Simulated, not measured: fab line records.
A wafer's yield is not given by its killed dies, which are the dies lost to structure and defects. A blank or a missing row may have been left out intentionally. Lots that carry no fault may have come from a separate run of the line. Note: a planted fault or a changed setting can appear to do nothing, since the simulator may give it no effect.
Lot-split experiment | flow berkeley_cmos170 | 23 wafers read from 5 lots, route of 331 steps

== SPLIT DETAILS ==
At UCB170_M1_PEB_07, the setting peb_temp_c was moved away from the recipe's 130 C on 8 of the 23 wafers read, by -1.8% to +2.8%. For the rest of the wafers, this setting stayed at what the recipe calls for.

== FROM THE SPLIT TO THE READING: what the file shows between them, 5 steps ==
- UCB170_M1_DEVELOP_08: develop time 45 s
- UCB170_M1_CD_MEAS_09: target cd 700 nm
- UCB170_M1_ETCH_11: etches BARC in N2/H2
- UCB170_M1_METAL_ETCH_12: etches Al in Cl2/BCl3, stops on PSG, target depth 780 nm, time 130 s
- UCB170_M1_STRIP_13: strips in O2

== THE READING ==
cd_nm at UCB170_M1_CD_MEAS_90, given in nm (cd target 700 nm). A value of 701.2 nm with a standard deviation of 2.4 nm is what fault-free wafers of this fab line usually give.

wafer  | tool, chamber at the split | peb_temp_c as run, C | against the recipe | cd_nm, nm | against lot-mates on the recipe
L074.1 | litho_track-03, 0          | 130                  | recipe             | 702.7     | -
L074.2 | litho_track-03, 0          | 131.1                | +0.8%              | 696.5     | -5.7
L074.4 | litho_track-03, 0          | 130                  | recipe             | 702.3     | -
L074.5 | litho_track-03, 0          | 130                  | recipe             | 701.7     | -
L074.6 | litho_track-03, 0          | 131.1                | +0.8%              | 694.6     | -7.6
L077.1 | litho_track-03, 0          | 133.6                | +2.8%              | 683.9     | -20.1
L077.2 | litho_track-03, 0          | 130                  | recipe             | 703.2     | -
L077.3 | litho_track-03, 0          | 133.6                | +2.8%              | 681.7     | -22.3
L077.4 | litho_track-03, 0          | 130                  | recipe             | 705.6     | -
L077.6 | litho_track-03, 0          | 130                  | recipe             | 703.2     | -
L076.1 | litho_track-04, 0          | 130                  | recipe             | 701.6     | -
L076.4 | litho_track-04, 0          | 130                  | recipe             | 701.8     | -
L076.5 | litho_track-04, 0          | 130                  | recipe             | 702.9     | -
L080.1 | litho_track-01, 0          | 130                  | recipe             | 703.5     | -
L080.2 | litho_track-01, 0          | 133.7                | +2.8%              | 680.9     | -22.8
L080.4 | litho_track-01, 0          | 133.7                | +2.8%              | 680.2     | -23.5
L080.5 | litho_track-01, 0          | 130                  | recipe             | 706.4     | -
L080.6 | litho_track-01, 0          | 130                  | recipe             | 701.1     | -
L083.1 | litho_track-03, 0          | 130                  | recipe             | 699.4     | -
L083.2 | litho_track-03, 0          | 130                  | recipe             | 699.0     | -
L083.3 | litho_track-03, 0          | 127.7                | -1.8%              | 716.6     | +16.6
L083.4 | litho_track-03, 0          | 130                  | recipe             | 701.5     | -
L083.5 | litho_track-03, 0          | 127.7                | -1.8%              | 715.8     | +15.8

FIT RESULTS
A straight line over all 23 wafers: cd_nm changes by -7.49 nm for each +1% of peb_temp_c; r = -0.98; the points scatter about the line by 1.7 nm.
The same after taking each lot's own level away (the mean of its wafers on the recipe; 23 wafers): -8.17 nm for each +1%; r = -0.99; scatter 1.3 nm.
On that fit, the largest move of peb_temp_c shifts the reading by 23 nm.
The span of the lots' own levels, 699.97 to 704.00 nm, comes to 1.7 times the standard deviation stated above.
The two slopes agree, so the slope changes little with the lot-to-lot level.
Check: with one of the wafers moved furthest among these (+2.8%) left out of the fit, the line predicts -23 nm for it against its lot-mates. It came out at -22.8 nm against them.

== OTHER SPLITS APPLIED TO THESE WAFERS ==
These wafers also went through other splits before the reading. Each is held against what the fit with the lots' levels taken away leaves over:
other split on the same wafers     | wafers away from the commonest value | r with cd_nm (lot level and that fit taken away)
UCB170_NSD_IMPLANT_08 energy_kev   | 5                                    | +0.15
UCB170_SILICIDE_SPUTTER_01 power_w | 4                                    | +0.28

== THE WHOLE CHAIN: every reading that the file lists as answering this split, in the file's order ==
step                    | what it does                                                         | reading                                                   | change (the file's fit)              | r (the file's)
UCB170_M1_CD_MEAS_09    | target cd 700 nm                                                     | cd_nm                                                     | -8.1 nm for each +1% of the setting  | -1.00
UCB170_M1_ETCH_11       | etches BARC in N2/H2                                                 | M1.cd_nm (the simulator's own value, which no gauge read) | -8.14 nm for each +1% of the setting | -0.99
UCB170_M1_METAL_ETCH_12 | etches Al in Cl2/BCl3, stops on PSG, target depth 780 nm, time 130 s | M1.cd_nm (the simulator's own value, which no gauge read) | -8.01 nm for each +1% of the setting | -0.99
UCB170_M1_CD_MEAS_90    | target cd 700 nm                                                     | cd_nm                                                     | -8.11 nm for each +1% of the setting | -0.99

== FILE'S OWN FIT ==
cd_nm changes by -8.11 nm for each +1% of peb_temp_c, r = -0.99.
